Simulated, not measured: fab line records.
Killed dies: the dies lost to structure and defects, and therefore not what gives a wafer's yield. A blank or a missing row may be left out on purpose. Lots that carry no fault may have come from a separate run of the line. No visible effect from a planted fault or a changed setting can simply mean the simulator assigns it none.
The tool behind it: which one? / flow berkeley_cmos170 / 42 wafers from 14 lots sampled at 5 of the route's 331 steps

## WHAT THE GAUGES SHOWED, per wafer
UCB170_PLDD_OVL_MEAS_07.
lot=L396; measured=day 6 16:13; on=overlay-01; PLDD_OVL (nm)=-13 -16 -12
lot=L397; measured=day 6 16:46; on=overlay-01; PLDD_OVL (nm)=-9 -14 -6
lot=L398; measured=day 7 05:33; on=overlay-01; PLDD_OVL (nm)=-7 -11 -10
lot=L399; measured=day 7 05:22; on=overlay-02; PLDD_OVL (nm)=-1 -2 3
lot=L401; measured=day 7 23:14; on=overlay-02; PLDD_OVL (nm)=-1 -8 1
lot=L402; measured=day 8 04:26; on=overlay-01; PLDD_OVL (nm)=0 -4 -7
lot=L405; measured=day 8 21:48; on=overlay-02; PLDD_OVL (nm)=1 -6 -2
lot=L406; measured=day 8 22:09; on=overlay-01; PLDD_OVL (nm)=-4 -8 -5
lot=L407; measured=day 9 03:54; on=overlay-01; PLDD_OVL (nm)=314 313 312
lot=L408; measured=day 9 17:04; on=overlay-02; PLDD_OVL (nm)=-7 -8 0
lot=L411; measured=day 10 06:03; on=overlay-01; PLDD_OVL (nm)=317 314 316
lot=L414; measured=day 10 18:36; on=overlay-01; PLDD_OVL (nm)=-7 -1 -4
lot=L415; measured=day 10 18:15; on=overlay-01; PLDD_OVL (nm)=-15 -9 -7
lot=L417; measured=day 11 06:18; on=overlay-02; PLDD_OVL (nm)=0 -6 -9

UCB170_V1_BOW_MEAS_03.
lot=L396; measured=day 7 23:34; on=film_metro-03; V1_BOW (um)=11 21 19
lot=L397; measured=day 7 23:16; on=film_metro-01; V1_BOW (um)=28 21 7
lot=L398; measured=day 8 06:35; on=film_metro-03; V1_BOW (um)=19 15 13
lot=L399; measured=day 8 06:38; on=film_metro-01; V1_BOW (um)=20 19 8
lot=L401; measured=day 9 01:07; on=film_metro-03; V1_BOW (um)=29 23 16
lot=L402; measured=day 9 05:22; on=film_metro-03; V1_BOW (um)=24 17 15
lot=L405; measured=day 10 00:08; on=film_metro-02; V1_BOW (um)=14 12 20
lot=L406; measured=day 10 00:03; on=film_metro-03; V1_BOW (um)=14 28 16
lot=L407; measured=day 10 05:38; on=film_metro-02; V1_BOW (um)=27 19 29
lot=L408; measured=day 10 20:47; on=film_metro-03; V1_BOW (um)=33 11 21
lot=L411; measured=day 11 03:19; on=film_metro-02; V1_BOW (um)=22 24 23
lot=L414; measured=day 11 21:52; on=film_metro-03; V1_BOW (um)=29 29 25
lot=L415; measured=day 11 21:53; on=film_metro-01; V1_BOW (um)=19 25 17
lot=L417; measured=day 12 09:19; on=film_metro-03; V1_BOW (um)=41 23 11

## TOOL THAT RAN EACH LOT (tool first, then ch and the chambers of the sampled wafers, then the start)
lot=L396; UCB170_ZERO_STRIP_07=plasma_asher-01 ch 0, day 2 05:53; UCB170_PLDD_EXPOSE_03=krf_scanner-02 ch 0, day 6 15:23; UCB170_CONTACT_STRIP_06=plasma_asher-02 ch 0,1, day 7 16:09
lot=L397; UCB170_ZERO_STRIP_07=plasma_asher-03 ch 0,1, day 2 09:32; UCB170_PLDD_EXPOSE_03=krf_scanner-02 ch 0, day 6 16:04; UCB170_CONTACT_STRIP_06=plasma_asher-02 ch 0,1, day 7 14:05
lot=L398; UCB170_ZERO_STRIP_07=plasma_asher-01 ch 0,1, day 2 13:38; UCB170_PLDD_EXPOSE_03=krf_scanner-01 ch 0, day 7 04:58; UCB170_CONTACT_STRIP_06=plasma_asher-02 ch 0,1, day 7 21:31
lot=L399; UCB170_ZERO_STRIP_07=plasma_asher-03 ch 0,1, day 2 19:13; UCB170_PLDD_EXPOSE_03=krf_scanner-02 ch 0, day 7 04:46; UCB170_CONTACT_STRIP_06=plasma_asher-02 ch 0,1, day 7 21:40
lot=L401; UCB170_ZERO_STRIP_07=plasma_asher-03 ch 0,1, day 3 06:16; UCB170_PLDD_EXPOSE_03=krf_scanner-02 ch 0, day 7 22:43; UCB170_CONTACT_STRIP_06=plasma_asher-01 ch 0,1, day 8 14:29
lot=L402; UCB170_ZERO_STRIP_07=plasma_asher-04 ch 0,1, day 3 10:23; UCB170_PLDD_EXPOSE_03=krf_scanner-02 ch 0, day 8 03:46; UCB170_CONTACT_STRIP_06=plasma_asher-02 ch 0,1, day 8 21:32
lot=L405; UCB170_ZERO_STRIP_07=plasma_asher-01 ch 0,1, day 4 03:23; UCB170_PLDD_EXPOSE_03=krf_scanner-02 ch 0, day 8 21:17; UCB170_CONTACT_STRIP_06=plasma_asher-02 ch 0, day 9 17:07
lot=L406; UCB170_ZERO_STRIP_07=plasma_asher-01 ch 0,1, day 4 06:41; UCB170_PLDD_EXPOSE_03=krf_scanner-01 ch 0, day 8 21:38; UCB170_CONTACT_STRIP_06=plasma_asher-03 ch 0,1, day 9 17:13
lot=L407; UCB170_ZERO_STRIP_07=plasma_asher-03 ch 0,1, day 4 16:51; UCB170_PLDD_EXPOSE_03=krf_scanner-01 ch 0, day 9 03:23; UCB170_CONTACT_STRIP_06=plasma_asher-01 ch 1, day 9 21:19
lot=L408; UCB170_ZERO_STRIP_07=plasma_asher-04 ch 0,1, day 4 16:58; UCB170_PLDD_EXPOSE_03=krf_scanner-02 ch 0, day 9 16:34; UCB170_CONTACT_STRIP_06=plasma_asher-02 ch 0,1, day 10 09:54
lot=L411; UCB170_ZERO_STRIP_07=plasma_asher-03 ch 0,1, day 5 09:29; UCB170_PLDD_EXPOSE_03=krf_scanner-01 ch 0, day 10 05:05; UCB170_CONTACT_STRIP_06=plasma_asher-02 ch 0,1, day 10 19:09
lot=L414; UCB170_ZERO_STRIP_07=plasma_asher-04 ch 0,1, day 5 23:14; UCB170_PLDD_EXPOSE_03=krf_scanner-02 ch 0, day 10 18:05; UCB170_CONTACT_STRIP_06=plasma_asher-02 ch 0,1, day 11 12:32
lot=L415; UCB170_ZERO_STRIP_07=plasma_asher-03 ch 0,1, day 6 04:18; UCB170_PLDD_EXPOSE_03=krf_scanner-02 ch 0, day 10 17:40; UCB170_CONTACT_STRIP_06=plasma_asher-03 ch 0, day 11 12:58
lot=L417; UCB170_ZERO_STRIP_07=plasma_asher-01 ch 0,1, day 6 15:40; UCB170_PLDD_EXPOSE_03=krf_scanner-02 ch 0, day 11 04:35; UCB170_CONTACT_STRIP_06=plasma_asher-03 ch 0,1, day 11 23:01
- UCB170_ZERO_STRIP_07: strips in O2.
- UCB170_PLDD_EXPOSE_03: exposes mask PSELECT, target cd 1200 nm.
- UCB170_CONTACT_STRIP_06: strips in O2.

## AS READ BY THE TOOLS THEMSELVES (means over the sampled wafers that have a number; for cases with no such wafer, the mark the record gives instead)
UCB170_ZERO_STRIP_07.
lot=L396; tool=plasma_asher-01; drypump_motor_current_A (A)=6.6; oes_product_au (a.u.)=0.731; strip_time_to_endpoint_s (s)=21.47
lot=L397; tool=plasma_asher-03; drypump_motor_current_A (A)=5.6; oes_product_au (a.u.)=0.724; strip_time_to_endpoint_s (s)=21.49
lot=L398; tool=plasma_asher-01; drypump_motor_current_A (A)=6.3; oes_product_au (a.u.)=0.725; strip_time_to_endpoint_s (s)=21.44
lot=L399; tool=plasma_asher-03; drypump_motor_current_A (A)=5.6; oes_product_au (a.u.)=0.729; strip_time_to_endpoint_s (s)=21.42
lot=L401; tool=plasma_asher-03; drypump_motor_current_A (A)=5.7; oes_product_au (a.u.)=0.726; strip_time_to_endpoint_s (s)=21.42
lot=L402; tool=plasma_asher-04; drypump_motor_current_A (A)=5.8; oes_product_au (a.u.)=0.726; strip_time_to_endpoint_s (s)=21.56
lot=L405; tool=plasma_asher-01; drypump_motor_current_A (A)=6.4; oes_product_au (a.u.)=0.721; strip_time_to_endpoint_s (s)=21.46
lot=L406; tool=plasma_asher-01; drypump_motor_current_A (A)=6.3; oes_product_au (a.u.)=0.724; strip_time_to_endpoint_s (s)=21.52
lot=L407; tool=plasma_asher-03; drypump_motor_current_A (A)=5.7; oes_product_au (a.u.)=0.727; strip_time_to_endpoint_s (s)=21.54
lot=L408; tool=plasma_asher-04; drypump_motor_current_A (A)=5.3; oes_product_au (a.u.)=0.729; strip_time_to_endpoint_s (s)=21.53
lot=L411; tool=plasma_asher-03; drypump_motor_current_A (A)=5.7; oes_product_au (a.u.)=0.726; strip_time_to_endpoint_s (s)=21.59
lot=L414; tool=plasma_asher-04; drypump_motor_current_A (A)=5.3; oes_product_au (a.u.)=0.728; strip_time_to_endpoint_s (s)=21.49
lot=L415; tool=plasma_asher-03; drypump_motor_current_A (A)=5.6; oes_product_au (a.u.)=0.725; strip_time_to_endpoint_s (s)=21.45
lot=L417; tool=plasma_asher-01; drypump_motor_current_A (A)=6.1; oes_product_au (a.u.)=0.729; strip_time_to_endpoint_s (s)=21.44

UCB170_CONTACT_STRIP_06.
lot=L396; tool=plasma_asher-02; drypump_motor_current_A (A)=5.2; oes_product_au (a.u.)=0.733; strip_time_to_endpoint_s (s)=21.96
lot=L397; tool=plasma_asher-02; drypump_motor_current_A (A)=5.0; oes_product_au (a.u.)=0.730; strip_time_to_endpoint_s (s)=21.94
lot=L398; tool=plasma_asher-02; drypump_motor_current_A (A)=5.0; oes_product_au (a.u.)=0.737; strip_time_to_endpoint_s (s)=22.01
lot=L399; tool=plasma_asher-02; drypump_motor_current_A (A)=5.2; oes_product_au (a.u.)=0.733; strip_time_to_endpoint_s (s)=21.96
lot=L401; tool=plasma_asher-01; drypump_motor_current_A (A)=6.3; oes_product_au (a.u.)=0.730; strip_time_to_endpoint_s (s)=21.93
lot=L402; tool=plasma_asher-02; drypump_motor_current_A (A)=5.0; oes_product_au (a.u.)=0.734; strip_time_to_endpoint_s (s)=22.02
lot=L405; tool=plasma_asher-02; drypump_motor_current_A (A)=5.4; oes_product_au (a.u.)=0.734; strip_time_to_endpoint_s (s)=21.98
lot=L406; tool=plasma_asher-03; drypump_motor_current_A (A)=5.6; oes_product_au (a.u.)=0.736; strip_time_to_endpoint_s (s)=21.97
lot=L407; tool=plasma_asher-01; drypump_motor_current_A (A)=5.8; oes_product_au (a.u.)=0.735; strip_time_to_endpoint_s (s)=21.99
lot=L408; tool=plasma_asher-02; drypump_motor_current_A (A)=5.0; oes_product_au (a.u.)=0.733; strip_time_to_endpoint_s (s)=21.87
lot=L411; tool=plasma_asher-02; drypump_motor_current_A (A)=5.2; oes_product_au (a.u.)=0.739; strip_time_to_endpoint_s (s)=21.99
lot=L414; tool=plasma_asher-02; drypump_motor_current_A (A)=5.2; oes_product_au (a.u.)=0.734; strip_time_to_endpoint_s (s)=21.92
lot=L415; tool=plasma_asher-03; drypump_motor_current_A (A)=5.6; oes_product_au (a.u.)=0.734; strip_time_to_endpoint_s (s)=22.02
lot=L417; tool=plasma_asher-03; drypump_motor_current_A (A)=5.6; oes_product_au (a.u.)=0.736; strip_time_to_endpoint_s (s)=21.95

## THE ANSWER, worked out from the rows above alone
Rule: what is usual is taken from the lots themselves. Put in order of their means at a reading, lots are off if they are a third of the lots or fewer, leave a main group of 4 or more, and stand apart from it by a gap of 3 or more times the standard deviation of the main group's means; of several such gaps the widest counts. A main group is skipped when, at the precision printed for the reading in the tables above, its means are all equal. A lot without any number at a reading at which 4 lots or more have one is off too. Any other lot the step has rows for is counted as sound. The gauges are gone through in route order, then the tools' own readings, and for those a lot's mean is taken as printed above. The first step at which some lot is off is used, and at that step the reading that is off furthest; a lot without a number counts as furthest.
Off: L407, L411, seen at UCB170_PLDD_OVL_MEAS_07 (PLDD_OVL). The main group: mean -6 nm, standard deviation 3.8.
If a tool, at a process step before that reading, ran all the lots that are off and no sound lot after the first of them, it fits. Those tools and the gauges at UCB170_PLDD_OVL_MEAS_07 are tried in the same way. One fits: krf_scanner-01 at UCB170_PLDD_EXPOSE_03. Its last sound lot is L406 (day 8 21:38), its first lot that is off L407 (day 9 03:23): a fault that began between those two fits.

## WHAT HAD BEEN PUT IN BY THE SIMULATOR
Scanner matching overlay: krf_scanner-01, from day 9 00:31 on, at UCB170_PLDD_EXPOSE_03. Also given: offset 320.
Lots struck among those shown: L407, L411. Same finding as the rule above.
